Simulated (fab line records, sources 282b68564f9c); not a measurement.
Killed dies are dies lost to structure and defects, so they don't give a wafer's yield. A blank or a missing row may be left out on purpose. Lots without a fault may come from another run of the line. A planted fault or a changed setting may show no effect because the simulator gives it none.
Split-lot experiment | flow rit_cmos | 5 lots, 14 wafers read, on a route of 202 steps

THE SPLIT
At RIT_CONTACT_CVD_00 (deposits SiO2 from TEOS, target thk 400 nm, time 61 s), the setting rf_w was moved away from the recipe's 400 W on 5 of the 14 wafers read, by -10.9% to +11.0%. The other wafers ran this setting at the recipe's value.

The reading is taken at the split's own step.

THE READING
SiO2_of_CONTACT_CVD_00.thk_nm (the simulator's own value, which no gauge read), in nm, at RIT_CONTACT_CVD_00 (deposits SiO2 from TEOS, target thk 400 nm, time 61 s). The file gives no usual value for it. The 9 wafers here that ran the recipe average 404.6 nm, standard deviation 2.8 nm.

wafer  | tool, chamber at the split | rf_w as run, W | against the recipe | SiO2_of_CONTACT_CVD_00.thk_nm, nm | against lot-mates on the recipe
L076.1 | pecvd-02, 1                | 400            | recipe             | 403.9                             | -
L076.3 | pecvd-02, 0                | 400            | recipe             | 400.4                             | -
L076.6 | pecvd-02, 0                | 400            | recipe             | 405.3                             | -
L079.5 | pecvd-02, 2                | 356.5          | -10.9%             | 385.4                             | -22.4
L079.6 | pecvd-02, 0                | 400            | recipe             | 407.8                             | -
L081.4 | pecvd-03, 1                | 400            | recipe             | 407.5                             | -
L081.5 | pecvd-03, 2                | 444            | +11.0%             | 427.6                             | +20.1
L084.1 | pecvd-03, 1                | 387.3          | -3.2%              | 393.8                             | -8.9
L084.2 | pecvd-03, 2                | 387.3          | -3.2%              | 402.3                             | -0.4
L084.3 | pecvd-03, 0                | 400            | recipe             | 400.4                             | -
L084.5 | pecvd-03, 0                | 400            | recipe             | 404                               | -
L084.6 | pecvd-03, 1                | 400            | recipe             | 403.8                             | -
L085.4 | pecvd-02, 2                | 377            | -5.8%              | 387.7                             | -20.9
L085.5 | pecvd-02, 1                | 400            | recipe             | 408.6                             | -

THE FIT
A straight line over all 14 wafers: SiO2_of_CONTACT_CVD_00.thk_nm changes by +2.05 nm for each +1% of rf_w; r = +0.94; the points scatter about the line by 3.5 nm.
The same after taking each lot's own level away (the mean of its wafers on the recipe; 14 wafers): +2.08 nm for each +1%; r = +0.94; scatter 3.5 nm.
On that fit, the largest move of rf_w shifts the reading by 23 nm.
The lots' own levels span 402.73 to 408.60 nm, that is 2.1 times the standard deviation above.
So the lot-to-lot level changes the slope little: the two slopes agree.
Check: with one of the wafers moved furthest among these (+11.0%) left out of the fit, the line predicts +25.3 nm for it against its lot-mates. It came out at +20.1 nm against them.

OTHER SPLITS ON THESE WAFERS
These wafers also went through other splits before the reading. Each is held against what the fit with the lots' levels taken away leaves over:
other split on the same wafers   | wafers away from the commonest value | r with SiO2_of_CONTACT_CVD_00.thk_nm (lot level and that fit taken away)
RIT_ACTIVE_CVD_03 pressure_mtorr | 9                                    | -0.08
RIT_ACTIVE_COAT_06 resist_thk_nm | 4                                    | +0.40
RIT_NWELL_IMPLANT_08 dose_cm2    | 2                                    | +0.08
RIT_PWELL_HARDBAKE_07 temp_c     | 5                                    | +0.06
RIT_GATE_OXIDATION_05 ox_time_s  | 9                                    | -0.44
RIT_NLDD_SOFTBAKE_02 temp_c      | 3                                    | -0.13
RIT_NSD_COAT_01 spin_rpm         | 4                                    | -0.22
RIT_NSD_SOFTBAKE_02 time_s       | 3                                    | +0.40
RIT_PSD_COAT_01 spin_rpm         | 4                                    | -0.05
RIT_PSD_IMPLANT_08 energy_kev    | 4                                    | -0.36

THE FILE'S OWN FIT
SiO2_of_CONTACT_CVD_00.thk_nm changes by +2.09 nm for each +1% of rf_w, r = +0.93.
